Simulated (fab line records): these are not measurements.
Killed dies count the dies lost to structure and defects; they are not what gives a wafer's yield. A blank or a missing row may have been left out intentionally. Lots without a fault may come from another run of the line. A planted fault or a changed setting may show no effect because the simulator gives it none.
fab line records :: flow berkeley_cmos170 :: part 2 of 2: steps 30 to 41 of 41
record:
  lots: 5
  wafers: 15
  last_day: 12
route steps=331 shown NWELL@22 PWELL@34 WELLDRIVE@55 ACTIVE@60
lots that met no fault: from a run of the same line without faults
start_h: the number of hours between the record's first day and the start of the first shown wafer of the lot :: wait_h: hours from the lot's prior step to this one :: " repeats the value in the row above :: L1.1+2: a single row standing in for several wafers :: - either no value or no given start :: * or withheld: withheld :: < > ~ a bound
route shown NAME@n: a module of which the file shows steps, and the number in the route of the first :: usual: the fault-free wafers' mean and standard deviation :: same: alike in all rows :: chamber/n: place in a boat :: sites: readings site by site :: _std_site: the standard deviation of these :: _edge_site: inner sites' mean taken away from outer sites' mean :: radius_mm: how far each site lies from the wafer's centre :: mask NAME#n: copy n :: behind: the tool/chamber that last shaped the wafer :: hold: why the lot went on hold/how many hours it stayed there/how the hold came to an end :: device: transistor that didn't switch, given as n, p or np :: end of line: at the end of the route, the tests of the same wafers :: step lacking rows: just its recipe :: killed: dies that structure and defects cost at the first sort, which is not the same as the wafer's yield :: map: shows each die of a wafer: x if killed, . if not, _ if none is there
set.NAME: the setting that was run; set.NAME@STEP: the one run at that earlier step :: model.NAME: the simulator's own value behind a step, which no gauge read
lots seen at some steps along the route; tables by step, rows by wafer
services: when a tool's chamber went out of use (start_h, in hours from the record's first day, below 0 if earlier), for how many hours, and the reason
== steps ==
step: UCB170_PWELL_TW_MEAS_17
usual:
  PWELL_TW: 374.9/2.2
lot.wafer: L075.2
tool: film_metro-04
chamber: -
start_h: 54.88
wait_h: 0.1
PWELL_TW: 375.4

lot.wafer: L075.3
tool: film_metro-04
chamber: -
start_h: 54.88
wait_h: 0.1
PWELL_TW: 373.2

lot.wafer: L075.4
tool: film_metro-04
chamber: -
start_h: 54.88
wait_h: 0.1
PWELL_TW: 373.6

lot.wafer: L082.1
tool: film_metro-04
chamber: -
start_h: 92.20
wait_h: 0.1
PWELL_TW: 370.2

lot.wafer: L082.2
tool: film_metro-04
chamber: -
start_h: 92.20
wait_h: 0.1
PWELL_TW: 370.9

lot.wafer: L082.6
tool: film_metro-04
chamber: -
start_h: 92.20
wait_h: 0.1
PWELL_TW: 373.3

lot.wafer: L088.1
tool: film_metro-04
chamber: -
start_h: 119.32
wait_h: 0.1
PWELL_TW: 373.3

lot.wafer: L088.2
tool: film_metro-04
chamber: -
start_h: 119.32
wait_h: 0.1
PWELL_TW: 372.2

lot.wafer: L088.4
tool: film_metro-04
chamber: -
start_h: 119.32
wait_h: 0.1
PWELL_TW: 372.2

lot.wafer: L086.1
tool: film_metro-01
chamber: -
start_h: 119.59
wait_h: 0.1
PWELL_TW: 376.1

lot.wafer: L086.3
tool: film_metro-01
chamber: -
start_h: 119.59
wait_h: 0.1
PWELL_TW: 375.5

lot.wafer: L086.6
tool: film_metro-01
chamber: -
start_h: 119.59
wait_h: 0.1
PWELL_TW: 377.2

lot.wafer: L095.1
tool: film_metro-01
chamber: -
start_h: 153.63
wait_h: 0.1
PWELL_TW: 372.2

lot.wafer: L095.2
tool: film_metro-01
chamber: -
start_h: 153.63
wait_h: 0.1
PWELL_TW: 373.7

lot.wafer: L095.5
tool: film_metro-01
chamber: -
start_h: 153.63
wait_h: 0.1
PWELL_TW: 373.6
step: UCB170_PWELL_CLEAN_18
recipe:
  chemistry: SPM
  temp_c: 120
  time_s: 600
usual:
  bath_guard_temp_C: 120.1/0.67
same:
  time_s: 600
lot.wafer: L075.2
tool: wet_bench-03
chamber: 0
start_h: 54.93
wait_h: 0.0
bath_guard_temp_C: 120.6

lot.wafer: L075.3
tool: wet_bench-03
chamber: 0
start_h: 54.93
wait_h: 0.0
bath_guard_temp_C: 120.4

lot.wafer: L075.4
tool: wet_bench-03
chamber: 0
start_h: 54.93
wait_h: 0.0
bath_guard_temp_C: 120.8

lot.wafer: L082.1
tool: wet_bench-04
chamber: 3
start_h: 92.56
wait_h: 0.4
bath_guard_temp_C: 119.8

lot.wafer: L082.2
tool: wet_bench-04
chamber: 3
start_h: 92.56
wait_h: 0.4
bath_guard_temp_C: 119.9

lot.wafer: L082.6
tool: wet_bench-04
chamber: 3
start_h: 92.56
wait_h: 0.4
bath_guard_temp_C: 119.5

lot.wafer: L088.1
tool: wet_bench-02
chamber: 0
start_h: 119.44
wait_h: 0.1
bath_guard_temp_C: 119.6

lot.wafer: L088.2
tool: wet_bench-02
chamber: 0
start_h: 119.44
wait_h: 0.1
bath_guard_temp_C: 119.4

lot.wafer: L088.4
tool: wet_bench-02
chamber: 0
start_h: 119.44
wait_h: 0.1
bath_guard_temp_C: 119.8

lot.wafer: L086.1
tool: wet_bench-03
chamber: 3
start_h: 121.34
wait_h: 1.7
bath_guard_temp_C: 120.2

lot.wafer: L086.3
tool: wet_bench-03
chamber: 3
start_h: 121.34
wait_h: 1.7
bath_guard_temp_C: 119.8

lot.wafer: L086.6
tool: wet_bench-03
chamber: 3
start_h: 121.34
wait_h: 1.7
bath_guard_temp_C: 120.2

lot.wafer: L095.1
tool: wet_bench-02
chamber: 1
start_h: 153.81
wait_h: 0.2
bath_guard_temp_C: 121.2

lot.wafer: L095.2
tool: wet_bench-02
chamber: 1
start_h: 153.81
wait_h: 0.2
bath_guard_temp_C: 121.6

lot.wafer: L095.5
tool: wet_bench-02
chamber: 1
start_h: 153.81
wait_h: 0.2
bath_guard_temp_C: 121.3
step: UCB170_PWELL_WET_ETCH_19
recipe:
  chemistry: H3PO4
  target: Si3N4
  temp_c: 160
  time_s: 14400
usual:
  bath_guard_temp_C: 160.1/0.61
same:
  time_s: 14400
lot.wafer: L075.2
tool: wet_bench-03
chamber: 3
start_h: 55.28
wait_h: 0.2
bath_guard_temp_C: 160.1

lot.wafer: L075.3
tool: wet_bench-03
chamber: 3
start_h: 55.28
wait_h: 0.2
bath_guard_temp_C: 160.0

lot.wafer: L075.4
tool: wet_bench-03
chamber: 3
start_h: 55.28
wait_h: 0.2
bath_guard_temp_C: 159.9

lot.wafer: L082.1
tool: wet_bench-02
chamber: 3
start_h: 94.47
wait_h: 1.7
bath_guard_temp_C: 159.9

lot.wafer: L082.2
tool: wet_bench-02
chamber: 3
start_h: 94.47
wait_h: 1.7
bath_guard_temp_C: 159.6

lot.wafer: L082.6
tool: wet_bench-02
chamber: 3
start_h: 94.47
wait_h: 1.7
bath_guard_temp_C: 159.6

lot.wafer: L088.1
tool: wet_bench-02
chamber: 3
start_h: 119.62
wait_h: 0.0
bath_guard_temp_C: 159.8

lot.wafer: L088.2
tool: wet_bench-02
chamber: 3
start_h: 119.62
wait_h: 0.0
bath_guard_temp_C: 159.9

lot.wafer: L088.4
tool: wet_bench-02
chamber: 3
start_h: 119.62
wait_h: 0.0
bath_guard_temp_C: 159.7

lot.wafer: L086.1
tool: wet_bench-03
chamber: 3
start_h: 122.04
wait_h: 0.5
bath_guard_temp_C: 159.9

lot.wafer: L086.3
tool: wet_bench-03
chamber: 3
start_h: 122.04
wait_h: 0.5
bath_guard_temp_C: 160.4

lot.wafer: L086.6
tool: wet_bench-03
chamber: 3
start_h: 122.04
wait_h: 0.5
bath_guard_temp_C: 159.9

lot.wafer: L095.1
tool: wet_bench-02
chamber: 3
start_h: 154.00
wait_h: 0.0
bath_guard_temp_C: 159.5

lot.wafer: L095.2
tool: wet_bench-02
chamber: 3
start_h: 154.00
wait_h: 0.0
bath_guard_temp_C: 159.9

lot.wafer: L095.5
tool: wet_bench-02
chamber: 3
start_h: 154.00
wait_h: 0.0
bath_guard_temp_C: 159.8
step: UCB170_PWELL_WET_ETCH_20
recipe:
  chemistry: BOE
  dilution: 5:1
  target: SiO2
  temp_c: 25
  time_s: 22
same:
  time_s: 22
lot.wafer: L075.2+3+4
tool: wet_bench-03
chamber: 1
start_h: 59.52
wait_h: 0.2

lot.wafer: L082.1+2+6
tool: wet_bench-03
chamber: 0
start_h: 98.48
wait_h: 0.0

lot.wafer: L088.1+2+4
tool: wet_bench-02
chamber: 3
start_h: 123.69
wait_h: 0.1

lot.wafer: L086.1+3+6
tool: wet_bench-02
chamber: 3
start_h: 126.18
wait_h: 0.1

lot.wafer: L095.1+2+5
tool: wet_bench-04
chamber: 0
start_h: 158.67
wait_h: 0.3
step: UCB170_WELLDRIVE_CLEAN_00
recipe:
  chemistry: SPM
  temp_c: 120
  time_s: 600
usual:
  bath_guard_temp_C: 120.2/0.71
same:
  time_s: 600
lot.wafer: L075.2
tool: wet_bench-03
chamber: 2
start_h: 59.56
wait_h: 0.0
bath_guard_temp_C: 121.0

lot.wafer: L075.3
tool: wet_bench-03
chamber: 2
start_h: 59.56
wait_h: 0.0
bath_guard_temp_C: 121.1

lot.wafer: L075.4
tool: wet_bench-03
chamber: 2
start_h: 59.56
wait_h: 0.0
bath_guard_temp_C: 121.5

lot.wafer: L082.1
tool: wet_bench-04
chamber: 2
start_h: 98.49
wait_h: 0.0
bath_guard_temp_C: 120.9

lot.wafer: L082.2
tool: wet_bench-04
chamber: 2
start_h: 98.49
wait_h: 0.0
bath_guard_temp_C: 121.0

lot.wafer: L082.6
tool: wet_bench-04
chamber: 2
start_h: 98.49
wait_h: 0.0
bath_guard_temp_C: 120.7

lot.wafer: L088.1
tool: wet_bench-02
chamber: 1
start_h: 123.71
wait_h: 0.0
bath_guard_temp_C: 121.3

lot.wafer: L088.2
tool: wet_bench-02
chamber: 1
start_h: 123.71
wait_h: 0.0
bath_guard_temp_C: 121.4

lot.wafer: L088.4
tool: wet_bench-02
chamber: 1
start_h: 123.71
wait_h: 0.0
bath_guard_temp_C: 121.5

lot.wafer: L086.1
tool: wet_bench-02
chamber: 3
start_h: 126.19
wait_h: 0.0
bath_guard_temp_C: 119.6

lot.wafer: L086.3
tool: wet_bench-02
chamber: 3
start_h: 126.19
wait_h: 0.0
bath_guard_temp_C: 119.7

lot.wafer: L086.6
tool: wet_bench-02
chamber: 3
start_h: 126.19
wait_h: 0.0
bath_guard_temp_C: 119.8

lot.wafer: L095.1
tool: wet_bench-04
chamber: 2
start_h: 158.69
wait_h: 0.0
bath_guard_temp_C: 120.8

lot.wafer: L095.2
tool: wet_bench-04
chamber: 2
start_h: 158.69
wait_h: 0.0
bath_guard_temp_C: 120.6

lot.wafer: L095.5
tool: wet_bench-04
chamber: 2
start_h: 158.69
wait_h: 0.0
bath_guard_temp_C: 120.6
step: UCB170_WELLDRIVE_OXIDATION_01
recipe:
  temp_c: 1100
  ambient: O2
  target_thk_a: 1990
  ox_time_s: 9000
lot.wafer: L075.2+3+4
tool: furnace-02
chamber: 0
start_h: 62.79
wait_h: 3.1

lot.wafer: L082.1+2+6
tool: furnace-04
chamber: 0
start_h: 105.22
wait_h: 6.6

lot.wafer: L086.1+3+6
tool: furnace-04
chamber: 0
start_h: 126.55
wait_h: 0.2

lot.wafer: L088.1+2+4
tool: furnace-04
chamber: 0
start_h: 126.55
wait_h: 2.7

lot.wafer: L095.1+2+5
tool: furnace-02
chamber: 0
start_h: 162.89
wait_h: 4.0
step: UCB170_WELLDRIVE_THK_MEAS_02
recipe:
  reads: SiO2_of_WELLDRIVE_OXIDATION_01
usual:
  WELLDRIVE_OXIDE_THK: 198/3.6
lot.wafer: L075.2
tool: film_metro-02
chamber: -
start_h: 66.30
wait_h: 0.0
WELLDRIVE_OXIDE_THK[nm]: 200

lot.wafer: L075.3
tool: film_metro-02
chamber: -
start_h: 66.30
wait_h: 0.0
WELLDRIVE_OXIDE_THK[nm]: 199

lot.wafer: L075.4
tool: film_metro-02
chamber: -
start_h: 66.30
wait_h: 0.0
WELLDRIVE_OXIDE_THK[nm]: 198

lot.wafer: L082.1
tool: film_metro-02
chamber: -
start_h: 108.72
wait_h: 0.0
WELLDRIVE_OXIDE_THK[nm]: 192

lot.wafer: L082.2
tool: film_metro-02
chamber: -
start_h: 108.72
wait_h: 0.0
WELLDRIVE_OXIDE_THK[nm]: 194

lot.wafer: L082.6
tool: film_metro-02
chamber: -
start_h: 108.72
wait_h: 0.0
WELLDRIVE_OXIDE_THK[nm]: 193

lot.wafer: L086.1
tool: film_metro-04
chamber: -
start_h: 130.11
wait_h: 0.1
WELLDRIVE_OXIDE_THK[nm]: 202

lot.wafer: L086.3
tool: film_metro-04
chamber: -
start_h: 130.11
wait_h: 0.1
WELLDRIVE_OXIDE_THK[nm]: 199

lot.wafer: L086.6
tool: film_metro-04
chamber: -
start_h: 130.11
wait_h: 0.1
WELLDRIVE_OXIDE_THK[nm]: 204

lot.wafer: L088.1
tool: film_metro-04
chamber: -
start_h: 130.17
wait_h: 0.1
WELLDRIVE_OXIDE_THK[nm]: 195

lot.wafer: L088.2
tool: film_metro-04
chamber: -
start_h: 130.17
wait_h: 0.1
WELLDRIVE_OXIDE_THK[nm]: 199

lot.wafer: L088.4
tool: film_metro-04
chamber: -
start_h: 130.17
wait_h: 0.1
WELLDRIVE_OXIDE_THK[nm]: 196

lot.wafer: L095.1
tool: film_metro-04
chamber: -
start_h: 166.39
wait_h: 0.0
WELLDRIVE_OXIDE_THK[nm]: 193

lot.wafer: L095.2
tool: film_metro-04
chamber: -
start_h: 166.39
wait_h: 0.0
WELLDRIVE_OXIDE_THK[nm]: 193

lot.wafer: L095.5
tool: film_metro-04
chamber: -
start_h: 166.39
wait_h: 0.0
WELLDRIVE_OXIDE_THK[nm]: 190
step: UCB170_WELLDRIVE_ANNEAL_03
recipe:
  temp_c: 1100
  time_s: 900
  ambient: N2
same:
  time_s: 900
lot.wafer: L075.2+3+4
tool: furnace-04
chamber: 0
start_h: 71.90
wait_h: 5.6

lot.wafer: L082.1+2+6
tool: furnace-02
chamber: 0
start_h: 113.37
wait_h: 4.6

lot.wafer: L086.1+3+6
tool: furnace-01
chamber: 0
start_h: 134.37
wait_h: 4.2

lot.wafer: L088.1+2+4
tool: furnace-01
chamber: 0
start_h: 134.37
wait_h: 4.2

lot.wafer: L095.1+2+5
tool: furnace-01
chamber: 0
start_h: 174.02
wait_h: 7.6
step: UCB170_WELLDRIVE_WET_ETCH_04
recipe:
  chemistry: BOE
  dilution: 5:1
  target: SiO2
  temp_c: 25
  time_s: 120
same:
  time_s: 120
lot.wafer: L075.2+3+4
tool: wet_bench-04
chamber: 3
start_h: 75.01
wait_h: 1.9

lot.wafer: L082.1+2+6
tool: wet_bench-02
chamber: 3
start_h: 116.26
wait_h: 1.6

lot.wafer: L086.1+3+6
tool: wet_bench-03
chamber: 2
start_h: 135.62
wait_h: 0.0

lot.wafer: L088.1+2+4
tool: wet_bench-03
chamber: 0
start_h: 135.62
wait_h: 0.0

lot.wafer: L095.1+2+5
tool: wet_bench-03
chamber: 1
start_h: 175.27
wait_h: 0.0
step: UCB170_ACTIVE_CLEAN_00
recipe:
  chemistry: SPM
  temp_c: 120
  time_s: 600
usual:
  bath_guard_temp_C: 120.0/0.6
same:
  time_s: 600
lot.wafer: L075.2
tool: wet_bench-04
chamber: 3
start_h: 75.07
wait_h: 0.0
bath_guard_temp_C: 119.0

lot.wafer: L075.3
tool: wet_bench-04
chamber: 3
start_h: 75.07
wait_h: 0.0
bath_guard_temp_C: 119.2

lot.wafer: L075.4
tool: wet_bench-04
chamber: 3
start_h: 75.07
wait_h: 0.0
bath_guard_temp_C: 119.7

lot.wafer: L082.1
tool: wet_bench-02
chamber: 1
start_h: 116.32
wait_h: 0.0
bath_guard_temp_C: 121.0

lot.wafer: L082.2
tool: wet_bench-02
chamber: 1
start_h: 116.32
wait_h: 0.0
bath_guard_temp_C: 121.5

lot.wafer: L082.6
tool: wet_bench-02
chamber: 1
start_h: 116.32
wait_h: 0.0
bath_guard_temp_C: 121.2

lot.wafer: L086.1
tool: wet_bench-03
chamber: 0
start_h: 135.66
wait_h: 0.0
bath_guard_temp_C: 120.3

lot.wafer: L086.3
tool: wet_bench-03
chamber: 0
start_h: 135.66
wait_h: 0.0
bath_guard_temp_C: 120.7

lot.wafer: L086.6
tool: wet_bench-03
chamber: 0
start_h: 135.66
wait_h: 0.0
bath_guard_temp_C: 120.4

lot.wafer: L088.1
tool: wet_bench-03
chamber: 3
start_h: 135.66
wait_h: 0.0
bath_guard_temp_C: 120.2

lot.wafer: L088.2
tool: wet_bench-03
chamber: 3
start_h: 135.66
wait_h: 0.0
bath_guard_temp_C: 119.8

lot.wafer: L088.4
tool: wet_bench-03
chamber: 3
start_h: 135.66
wait_h: 0.0
bath_guard_temp_C: 119.8

lot.wafer: L095.1
tool: wet_bench-03
chamber: 1
start_h: 175.31
wait_h: 0.0
bath_guard_temp_C: 119.7

lot.wafer: L095.2
tool: wet_bench-03
chamber: 1
start_h: 175.31
wait_h: 0.0
bath_guard_temp_C: 119.9

lot.wafer: L095.5
tool: wet_bench-03
chamber: 1
start_h: 175.31
wait_h: 0.0
bath_guard_temp_C: 119.6
step: UCB170_ACTIVE_CLEAN_01
recipe:
  chemistry: dHF
  dilution: 25:1
  time_s: 60
same:
  time_s: 60
lot.wafer: L075.2+3+4
tool: wet_bench-02
chamber: 2
start_h: 75.31
wait_h: 0.1

lot.wafer: L082.1+2+6
tool: wet_bench-02
chamber: 3
start_h: 116.52
wait_h: 0.0

lot.wafer: L086.1+3+6
tool: wet_bench-02
chamber: 3
start_h: 135.83
wait_h: 0.0

lot.wafer: L088.1+2+4
tool: wet_bench-02
chamber: 0
start_h: 135.83
wait_h: 0.0

lot.wafer: L095.1+2+5
tool: wet_bench-02
chamber: 0
start_h: 175.48
wait_h: 0.0
step: UCB170_ACTIVE_OXIDATION_02
recipe:
  temp_c: 1000
  ambient: O2
  target_thk_a: 264
  ox_time_s: 1260
lot.wafer: L075.2+3+4
tool: furnace-04
chamber: 0
start_h: 80.74
wait_h: 5.4

lot.wafer: L082.1+2+6
tool: furnace-01
chamber: 0
start_h: 119.23
wait_h: 2.7

lot.wafer: L086.1+3+6
tool: furnace-04
chamber: 0
start_h: 140.06
wait_h: 4.2

lot.wafer: L088.1+2+4
tool: furnace-04
chamber: 0
start_h: 140.06
wait_h: 4.2

lot.wafer: L095.1+2+5
tool: furnace-02
chamber: 0
start_h: 182.57
wait_h: 7.1
== services ==
tool: rie_diel-02
chamber: -
start_h: 19.25
hours: 14.6
kind: pm

tool: krf_scanner-02
chamber: -
start_h: 25.06
hours: 1.0
kind: pm

tool: rie_diel-04
chamber: 1
start_h: 29.16
hours: 12.2
kind: repair

tool: krf_scanner-02
chamber: -
start_h: 33.19
hours: 0.8
kind: pm

tool: krf_scanner-02
chamber: -
start_h: 47.90
hours: 3.6
kind: pm

tool: rie_diel-01
chamber: 1
start_h: 51.09
hours: 4.7
kind: repair

tool: krf_scanner-02
chamber: -
start_h: 51.46
hours: 11.6
kind: pm

tool: implanter-04
chamber: -
start_h: 59.92
hours: 3.4
kind: pm

tool: rie_diel-02
chamber: -
start_h: 64.65
hours: 1.3
kind: repair

tool: krf_scanner-02
chamber: -
start_h: 73.98
hours: 0.3
kind: repair

tool: rie_diel-01
chamber: 2
start_h: 76.10
hours: 27.4
kind: repair

tool: krf_scanner-02
chamber: -
start_h: 76.20
hours: 0.5
kind: repair

tool: rie_diel-03
chamber: -
start_h: 97.87
hours: 1.0
kind: repair

tool: krf_scanner-01
chamber: -
start_h: 98.47
hours: 1.0
kind: pm

tool: furnace-02
chamber: -
start_h: 98.76
hours: 4.2
kind: pm

tool: rie_diel-03
chamber: 0
start_h: 100.88
hours: 14.2
kind: repair

tool: plasma_asher-04
chamber: -
start_h: 108.75
hours: 9.0
kind: pm

tool: krf_scanner-01
chamber: -
start_h: 109.16
hours: 0.8
kind: pm

tool: furnace-01
chamber: -
start_h: 111.26
hours: 3.6
kind: pm

tool: krf_scanner-02
chamber: -
start_h: 138.87
hours: 1.3
kind: pm

tool: krf_scanner-01
chamber: -
start_h: 153.33
hours: 1.3
kind: pm

tool: implanter-03
chamber: -
start_h: 156.39
hours: 106.7
kind: pm

tool: furnace-04
chamber: -
start_h: 162.63
hours: 33.1
kind: pm

tool: krf_scanner-01
chamber: -
start_h: 163.32
hours: 3.6
kind: pm
